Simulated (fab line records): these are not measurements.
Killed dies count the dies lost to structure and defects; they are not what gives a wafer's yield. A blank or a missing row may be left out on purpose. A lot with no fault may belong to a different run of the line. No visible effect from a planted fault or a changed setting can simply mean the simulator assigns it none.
The tool behind it: which one? -- flow rit cmos -- Sampling: 14 lots, 42 wafers, 5 of 202 route steps

WHAT EACH GAUGE READ, for each wafer
RIT_FOX1_THK_MEAS_01. Usual: FOX1_OXIDE_THK 348 nm, standard deviation 6.7.
lot,measured,on,FOX1_OXIDE_THK (nm),flag
L309,day 2 03:50,film metro-03,341 342 343,
L308,day 2 03:50,film metro-04,349 354 347,
L311,day 2 18:08,film metro-04,352 351 355,
L312,day 2 22:17,film metro-03,349 347 342,
L313,day 3 04:58,film metro-03,347 349 344,
L315,day 3 12:14,film metro-04,332 336 328,
L316,day 3 17:07,film metro-02,350 345 351,
L317,day 3 20:22,film metro-04,343 344 350,
L318,day 4 02:41,film metro-04,351 349 359,
L321,day 4 16:40,film metro-04,349 343 343,
L324,day 5 06:13,film metro-03,347 349 348,
L326,day 5 17:23,film metro-04,360 359 354,
L329,day 6 08:40,film metro-04,348 351 349,
L330,day 6 13:23,film metro-03,356 355 351,

RIT_NWELL_TW_MEAS_10. Usual: NWELL_TW 2131, standard deviation 31.
lot,measured,on,NWELL_TW,flag
L309,day 2 08:43,film metro-03,2132 2136 2135,
L308,day 2 08:58,film metro-01,2117 2110 2124,
L311,day 2 23:35,film metro-02,2120 2099 2120,
L312,day 3 06:13,film metro-02,2087 2095 2110,
L313,day 3 12:52,film metro-03,2173 2182 2193,
L315,day 3 16:29,film metro-02,2094 2098 2085,
L316,day 3 21:52,film metro-02,2097 2099 2105,
L317,day 4 03:13,film metro-01,2126 2123 2127,
L318,day 4 09:25,film metro-01,2104 2111 2116,
L321,day 4 20:56,film metro-03,2176 2181 2159,
L324,day 5 10:27,film metro-01,2122 2121 2106,
L326,day 5 21:19,film metro-03,2164 2183 2187,
L329,day 6 12:44,film metro-02,2100 2089 2121,
L330,day 6 18:41,film metro-01,2136 2133 2126,

RIT_GATE_THK_MEAS_09. Usual: GATE_POLY_THK 249.8 nm, standard deviation 2.5.
lot,measured,on,GATE_POLY_THK (nm),flag
L309,day 3 08:39,film metro-04,247.5 248.8 248.1,
L308,day 3 08:40,film metro-01,254.0 250.9 252.0,
L311,day 3 17:14,film metro-04,252.7 252.9 254.5,
L312,day 4 02:11,film metro-02,246.3 247.6 243.2,
L313,day 4 05:12,film metro-02,250.3 249.4 251.7,
L315,day 4 07:17,film metro-02,251.3 251.5 249.3,
L316,day 4 14:24,film metro-01,249.0 249.1 251.0,
L317,day 4 17:17,film metro-02,244.7 247.5 246.3,
L318,day 4 22:58,film metro-02,249.0 248.7 249.8,
L321,day 5 10:43,film metro-04,306.8 306.4 305.2,OFF
L324,day 6 00:28,film metro-02,306.5 305.0 306.6,OFF
L326,day 6 11:28,film metro-02,249.0 250.1 250.1,
L329,day 7 06:11,film metro-04,249.6 249.2 248.6,
L330,day 7 10:58,film metro-02,253.6 251.7 252.1,

WHAT TOOL EACH LOT RAN ON (gives the tool, then ch and the chambers of the sampled wafers, and finally the start)
lot,RIT_NWELL_STRIP_09,RIT_GATE_CVD_08
L309,"plasma asher-01 ch 0,1, day 2 08:32","lpcvd-02 ch 1, day 3 07:02"
L308,"plasma asher-02 ch 0,1, day 2 08:47","lpcvd-02 ch 0, day 3 07:02"
L311,"plasma asher-03 ch 0, day 2 23:24","lpcvd-01 ch 0, day 3 15:38"
L312,"plasma asher-02 ch 0,1, day 3 06:04","lpcvd-02 ch 1, day 4 00:32"
L313,"plasma asher-03 ch 0,1, day 3 12:41","lpcvd-02 ch 1, day 4 03:34"
L315,"plasma asher-01 ch 0,1, day 3 16:18","lpcvd-01 ch 1, day 4 05:40"
L316,"plasma asher-02 ch 0,1, day 3 21:42","lpcvd-01 ch 0, day 4 12:47"
L317,"plasma asher-03 ch 0,1, day 4 03:02","lpcvd-02 ch 1, day 4 15:40"
L318,"plasma asher-02 ch 0,1, day 4 09:14","lpcvd-02 ch 1, day 4 21:18"
L321,"plasma asher-02 ch 0,1, day 4 20:45","lpcvd-01 ch 1, day 5 09:06"
L324,"plasma asher-01 ch 0,1, day 5 10:16","lpcvd-01 ch 1, day 5 22:51"
L326,"plasma asher-02 ch 0,1, day 5 21:08","lpcvd-02 ch 0, day 6 09:50"
L329,"plasma asher-02 ch 0,1, day 6 12:35","lpcvd-02 ch 1, day 7 04:32"
L330,"plasma asher-03 ch 0,1, day 6 18:31","lpcvd-02 ch 0, day 7 09:21"
- RIT_NWELL_STRIP_09: strips in O2, time 180 s.
- RIT_GATE_CVD_08: deposits poly-Si from SiH4, target thk 250 nm, time 2220 s.

WHAT THE TOOLS THEMSELVES READ (means of the sampled wafers that have a number; where no wafer has one, the mark that the record gives instead)
RIT_NWELL_STRIP_09. Usual: drypump motor current A 5.88 A, standard deviation 0.3.
lot,tool,drypump motor current A (A),flag
L309,plasma asher-01,5.66,
L308,plasma asher-02,6.13,
L311,plasma asher-03,5.66,
L312,plasma asher-02,5.89,
L313,plasma asher-03,5.87,
L315,plasma asher-01,5.68,
L316,plasma asher-02,5.88,
L317,plasma asher-03,5.77,
L318,plasma asher-02,5.92,
L321,plasma asher-02,6.14,
L324,plasma asher-01,5.68,
L326,plasma asher-02,5.90,
L329,plasma asher-02,6.10,
L330,plasma asher-03,5.76,

RIT_GATE_CVD_08. Usual: pressure mtorr 299.8 mTorr, standard deviation 0.64; susceptor temp C 609.96 C, standard deviation 0.25; zone power centre pct 27.8 %, standard deviation 3.
lot,tool,pressure mtorr (mTorr),susceptor temp C (C),zone power centre pct (%),flag
L309,lpcvd-02,299.4,609.59,30.2,
L308,lpcvd-02,299.3,610.18,24.0,
L311,lpcvd-01,299.5,609.93,30.5,
L312,lpcvd-02,299.8,610.38,30.5,
L313,lpcvd-02,300.0,610.10,30.2,
L315,lpcvd-01,299.7,609.75,24.5,
L316,lpcvd-01,298.8,610.22,30.5,
L317,lpcvd-02,300.5,609.89,30.2,
L318,lpcvd-02,299.2,609.88,30.3,
L321,lpcvd-01,450.1,610.07,24.5,OFF
L324,lpcvd-01,449.8,609.85,24.9,OFF
L326,lpcvd-02,299.7,610.03,23.9,
L329,lpcvd-02,299.7,609.94,30.3,
L330,lpcvd-02,299.7,609.96,23.8,

THE ANSWER, worked out from the rows above alone
Rule: lot off if the mean of its wafers having a number is beyond 3 standard deviations from the usual mean. Also off: a lot with no number at a reading for which 4 or more lots have one. Any other lot the step has rows for is counted as sound. The gauges are gone through in route order, then the tools' own readings, and for those a lot's mean is taken as printed above. At the first step where some lot is off, the reading lying furthest off is the one used; lots without a number count as furthest.
Off: L321, L324, at RIT_GATE_THK_MEAS_09 (GATE_POLY_THK).
If a tool, at a process step before that reading, ran all the lots that are off and no sound lot after the first of them, it fits. The gauges at RIT_GATE_THK_MEAS_09 aren't tried: what is off there is off at RIT_GATE_CVD_08 too, on other tools, and a gauge's error can't cause that. One candidate fits, namely lpcvd-01 at RIT_GATE_CVD_08. Its last sound lot is L316 (day 4 12:47), its first lot that is off L321 (day 5 09:06): a fault that began between those two fits.
The tool's own readings at RIT_GATE_CVD_08 bear it out: on the lots that are off they differ by more than 5 times the standard deviation of the sound lots' means. pressure mtorr reads 450.0 mTorr there against 299.6 mTorr on the sound lots.

WHAT HAD BEEN PUT IN BY THE SIMULATOR
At RIT_GATE_CVD_08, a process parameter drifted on lpcvd-01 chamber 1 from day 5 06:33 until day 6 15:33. Setting pressure mtorr, moved by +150, from 300. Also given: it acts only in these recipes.
Lots struck among those shown: L321, L324. This agrees with what the rule above found.
